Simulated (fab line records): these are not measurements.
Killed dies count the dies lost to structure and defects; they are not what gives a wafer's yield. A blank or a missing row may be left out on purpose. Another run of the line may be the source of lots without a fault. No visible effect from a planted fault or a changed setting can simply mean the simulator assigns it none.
Split-lot trial / flow berkeley cmos170 / 23 wafers read from 5 lots, route of 331 steps

## THE SPLIT ITSELF
At UCB170_V1_PEB_10, the setting peb temp c was moved away from the recipe's 130 C on 11 of the 23 wafers read, by -1.5% to +2.6%. This setting was run at the recipe's value on the other wafers.

## FROM THE SPLIT TO THE READING: what the file shows between them, 4 steps
- UCB170_V1_DEVELOP_11: develop time 45 s
- UCB170_V1_CD_MEAS_12: target cd 700 nm
- UCB170_V1_ETCH_14: etches SiO2 in CHF3/CF4/Ar, stops on Al, target depth 1250 nm, time 291 s
- UCB170_V1_STRIP_15: strips in O2

## THE READING
At UCB170_V1_CD_MEAS_90: cd nm in nanometres, against a target cd of 700 nm. On this fab line, fault-free wafers typically give 700.0 nm with a standard deviation of 1.6 nm.

wafer=L078.1; tool, chamber at the split=litho track-03, 0; peb temp c as run, C=130; against the recipe=recipe; cd nm, nm=700.5; against lot-mates on the recipe=-
wafer=L078.2; tool, chamber at the split=litho track-03, 0; peb temp c as run, C=133.4; against the recipe=+2.6%; cd nm, nm=720.6; against lot-mates on the recipe=+20.5
wafer=L078.4; tool, chamber at the split=litho track-03, 0; peb temp c as run, C=133.4; against the recipe=+2.6%; cd nm, nm=720.3; against lot-mates on the recipe=+20.1
wafer=L078.5; tool, chamber at the split=litho track-03, 0; peb temp c as run, C=133.4; against the recipe=+2.6%; cd nm, nm=719.5; against lot-mates on the recipe=+19.4
wafer=L078.6; tool, chamber at the split=litho track-03, 0; peb temp c as run, C=130; against the recipe=recipe; cd nm, nm=699.8; against lot-mates on the recipe=-
wafer=L077.1; tool, chamber at the split=litho track-04, 0; peb temp c as run, C=130; against the recipe=recipe; cd nm, nm=700.1; against lot-mates on the recipe=-
wafer=L077.2; tool, chamber at the split=litho track-04, 0; peb temp c as run, C=130; against the recipe=recipe; cd nm, nm=701.1; against lot-mates on the recipe=-
wafer=L077.3; tool, chamber at the split=litho track-04, 0; peb temp c as run, C=130; against the recipe=recipe; cd nm, nm=700.0; against lot-mates on the recipe=-
wafer=L077.4; tool, chamber at the split=litho track-04, 0; peb temp c as run, C=128; against the recipe=-1.5%; cd nm, nm=687.0; against lot-mates on the recipe=-13.4
wafer=L077.5; tool, chamber at the split=litho track-04, 0; peb temp c as run, C=128; against the recipe=-1.5%; cd nm, nm=688.0; against lot-mates on the recipe=-12.4
wafer=L080.1; tool, chamber at the split=litho track-03, 0; peb temp c as run, C=130; against the recipe=recipe; cd nm, nm=701.6; against lot-mates on the recipe=-
wafer=L080.3; tool, chamber at the split=litho track-03, 0; peb temp c as run, C=130; against the recipe=recipe; cd nm, nm=699.0; against lot-mates on the recipe=-
wafer=L080.5; tool, chamber at the split=litho track-03, 0; peb temp c as run, C=130; against the recipe=recipe; cd nm, nm=700.7; against lot-mates on the recipe=-
wafer=L085.1; tool, chamber at the split=litho track-03, 0; peb temp c as run, C=130; against the recipe=recipe; cd nm, nm=701.4; against lot-mates on the recipe=-
wafer=L085.2; tool, chamber at the split=litho track-03, 0; peb temp c as run, C=130; against the recipe=recipe; cd nm, nm=699.2; against lot-mates on the recipe=-
wafer=L085.3; tool, chamber at the split=litho track-03, 0; peb temp c as run, C=133.2; against the recipe=+2.5%; cd nm, nm=718.7; against lot-mates on the recipe=+18.4
wafer=L085.5; tool, chamber at the split=litho track-03, 0; peb temp c as run, C=133.2; against the recipe=+2.5%; cd nm, nm=718.3; against lot-mates on the recipe=+18.0
wafer=L085.6; tool, chamber at the split=litho track-03, 0; peb temp c as run, C=133.2; against the recipe=+2.5%; cd nm, nm=717.9; against lot-mates on the recipe=+17.6
wafer=L084.1; tool, chamber at the split=litho track-04, 0; peb temp c as run, C=130; against the recipe=recipe; cd nm, nm=699.8; against lot-mates on the recipe=-
wafer=L084.3; tool, chamber at the split=litho track-04, 0; peb temp c as run, C=132.4; against the recipe=+1.8%; cd nm, nm=712.6; against lot-mates on the recipe=+13.6
wafer=L084.4; tool, chamber at the split=litho track-04, 0; peb temp c as run, C=130; against the recipe=recipe; cd nm, nm=698.3; against lot-mates on the recipe=-
wafer=L084.5; tool, chamber at the split=litho track-04, 0; peb temp c as run, C=132.4; against the recipe=+1.8%; cd nm, nm=712.0; against lot-mates on the recipe=+13.0
wafer=L084.6; tool, chamber at the split=litho track-04, 0; peb temp c as run, C=132.4; against the recipe=+1.8%; cd nm, nm=715.0; against lot-mates on the recipe=+16.0

FIT RESULTS
A straight line over all 23 wafers: cd nm changes by +7.58 nm for each +1% of peb temp c; r = +1.00; the points scatter about the line by 1 nm.
The same after taking each lot's own level away (the mean of its wafers on the recipe; 23 wafers): +7.67 nm for each +1%; r = +1.00; scatter 0.93 nm.
That fit puts the effect of the largest move of peb temp c on the reading at 20 nm.
The span of the lots' own levels, 699.05 to 700.43 nm, comes to 0.9 times the standard deviation stated above.
So the lot-to-lot level changes the slope little: the two slopes agree.
Check: +19.8 nm against its lot-mates is what the line predicts for one of the wafers moved furthest among these (+2.6%) when that wafer is left out of the fit. It came out at +20.5 nm against them.

## THE WHOLE CHAIN: every reading that the file lists as answering this split, in the file's order
step=UCB170_V1_CD_MEAS_12; what it does=target cd 700 nm; reading=cd nm; change (the file's fit)=+7.76 nm for each +1% of the setting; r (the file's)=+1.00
step=UCB170_V1_ETCH_14; what it does=etches SiO2 in CHF3/CF4/Ar, stops on Al, target depth 1250 nm, time 291 s; reading=V1.cd nm (the simulator's own value, which no gauge read); change (the file's fit)=+7.62 nm for each +1% of the setting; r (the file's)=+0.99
step=UCB170_V1_CD_MEAS_90; what it does=target cd 700 nm; reading=cd nm; change (the file's fit)=+7.64 nm for each +1% of the setting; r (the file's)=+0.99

## FILE'S OWN FIT
cd nm changes by +7.64 nm for each +1% of peb temp c, r = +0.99.
